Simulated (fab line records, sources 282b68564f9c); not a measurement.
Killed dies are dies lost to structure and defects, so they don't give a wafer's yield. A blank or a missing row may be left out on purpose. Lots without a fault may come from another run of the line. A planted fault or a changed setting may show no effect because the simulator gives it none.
Which tool did it? | flow rit_cmos | 15 lots, 45 wafers sampled, at 4 steps of a route of 202

WHAT THE GAUGES READ, wafer by wafer
RIT_SDANNEAL_RS_MEAS_04: measures by four-point-probe.
lot  | measured    | on            | PSD_RS (ohm/sq)
L185 | day 3 08:35 | film_metro-01 | 116.14 116.10 116.15
L186 | day 3 13:53 | film_metro-01 | 116.26 116.17 115.99
L187 | day 3 16:19 | film_metro-04 | 116.66 116.53 116.48
L189 | day 4 04:35 | film_metro-04 | 116.53 116.42 116.15
L190 | day 4 13:50 | film_metro-01 | 115.94 116.05 116.12
L191 | day 4 14:58 | film_metro-01 | 116.75 116.24 116.51
L192 | day 4 19:57 | film_metro-04 | 116.10 115.74 116.01
L193 | day 4 23:13 | film_metro-04 | 116.49 116.43 116.09
L194 | day 5 08:32 | film_metro-02 | 116.79 116.28 116.18
L195 | day 5 10:19 | film_metro-01 | 115.89 115.83 116.07
L200 | day 6 11:16 | film_metro-04 | 116.44 116.68 116.49
L201 | day 6 16:51 | film_metro-04 | 116.32 115.90 116.27
L202 | day 7 01:08 | film_metro-02 | 115.98 115.93 116.27
L203 | day 7 04:13 | film_metro-02 | 116.44 116.11 116.24
L207 | day 8 03:37 | film_metro-02 | 116.37 116.34 116.05

RIT_SDANNEAL_RS_MEAS_06: measures by four-point-probe.
lot  | measured    | on            | PLDD_RS (ohm/sq)
L185 | day 3 08:50 | film_metro-01 | 178.2 178.2 178.0
L186 | day 3 14:07 | film_metro-01 | 178.8 177.9 177.7
L187 | day 3 16:33 | film_metro-04 | 178.8 179.3 179.3
L189 | day 4 04:49 | film_metro-04 | 178.2 179.4 178.1
L190 | day 4 14:04 | film_metro-01 | 178.7 179.1 178.9
L191 | day 4 15:13 | film_metro-01 | 178.9 178.9 178.8
L192 | day 4 20:11 | film_metro-04 | 178.3 179.0 178.7
L193 | day 4 23:28 | film_metro-04 | 178.7 178.5 179.4
L194 | day 5 08:47 | film_metro-02 | 178.3 178.7 178.3
L195 | day 5 10:34 | film_metro-01 | 178.4 178.0 178.6
L200 | day 6 11:30 | film_metro-04 | 179.1 179.2 178.6
L201 | day 6 17:05 | film_metro-04 | 179.6 178.8 179.0
L202 | day 7 01:22 | film_metro-02 | 178.4 178.7 178.8
L203 | day 7 04:28 | film_metro-02 | 179.0 179.0 179.2
L207 | day 8 03:52 | film_metro-02 | 178.6 178.6 178.0

RIT_M1_BOW_MEAS_16.
lot  | measured    | on            | M1_BOW (um)
L185 | day 3 15:56 | film_metro-02 | 8 24 7
L186 | day 3 21:08 | film_metro-01 | 19 18 20
L187 | day 3 23:26 | film_metro-02 | 9 24 24
L189 | day 4 11:58 | film_metro-04 | 13 16 24
L190 | day 4 21:10 | film_metro-02 | 17 14 17
L191 | day 4 22:40 | film_metro-01 | 28 22 15
L192 | day 5 03:30 | film_metro-02 | 19 11 10
L193 | day 5 06:40 | film_metro-01 | 23 24 20
L194 | day 5 15:40 | film_metro-02 | 18 21 16
L195 | day 5 17:34 | film_metro-02 | 10 17 17
L200 | day 6 18:25 | film_metro-04 | 15 19 0
L201 | day 7 00:20 | film_metro-01 | 9 28 21
L202 | day 7 08:14 | film_metro-02 | 11 18 14
L203 | day 7 11:20 | film_metro-04 | 13 9 11
L207 | day 8 11:11 | film_metro-01 | 24 17 23

WHICH TOOL RAN EACH LOT (tool, then ch and the chambers of the sampled wafers, then the start)
lot  | RIT_ACTIVE_OXIDATION_01
L185 | furnace-04 ch 0, day 1 16:02
L186 | furnace-04 ch 0, day 1 20:07
L187 | furnace-04 ch 0, day 2 01:07
L189 | furnace-01 ch 0, day 2 11:07
L190 | furnace-04 ch 0, day 2 16:07
L191 | furnace-03 ch 0, day 2 21:07
L192 | furnace-04 ch 0, day 3 02:07
L193 | furnace-01 ch 0, day 3 07:07
L194 | furnace-04 ch 0, day 3 12:07
L195 | furnace-01 ch 0, day 3 17:18
L200 | furnace-04 ch 0, day 4 18:07
L201 | furnace-03 ch 0, day 4 23:29
L202 | furnace-04 ch 0, day 5 04:37
L203 | furnace-04 ch 0, day 5 09:37
L207 | furnace-03 ch 0, day 6 06:02
- RIT_ACTIVE_OXIDATION_01: target thk 46.8 nm, ox time 3360 s.

WHAT THE TOOLS THEMSELVES READ (means of the sampled wafers that have a number; where no wafer has one, the mark that the record gives instead)
The record holds no such reading with a usual standard deviation.

THE ANSWER, worked out from the rows above alone
Rule: what is usual is taken from the lots themselves. Put in order of their means at a reading, lots are off if they are a third of the lots or fewer, leave a main group of 4 or more, and stand apart from it by a gap of 3 or more times the standard deviation of the main group's means; of several such gaps the widest counts. A main group whose means are all the same, to the digits that the tables above print for the reading, isn't used. A lot without any number at a reading at which 4 lots or more have one is off too. The other lots that the step has rows for count as sound. The gauges are gone through in route order, then the tools' own readings, and for those a lot's mean is taken as printed above. The first step at which some lot is off is used, and at that step the reading that is off furthest; a lot without a number counts as furthest.
No lot is off at any reading shown: from this, nothing can be told.

WHAT THE SIMULATOR HAD PUT IN
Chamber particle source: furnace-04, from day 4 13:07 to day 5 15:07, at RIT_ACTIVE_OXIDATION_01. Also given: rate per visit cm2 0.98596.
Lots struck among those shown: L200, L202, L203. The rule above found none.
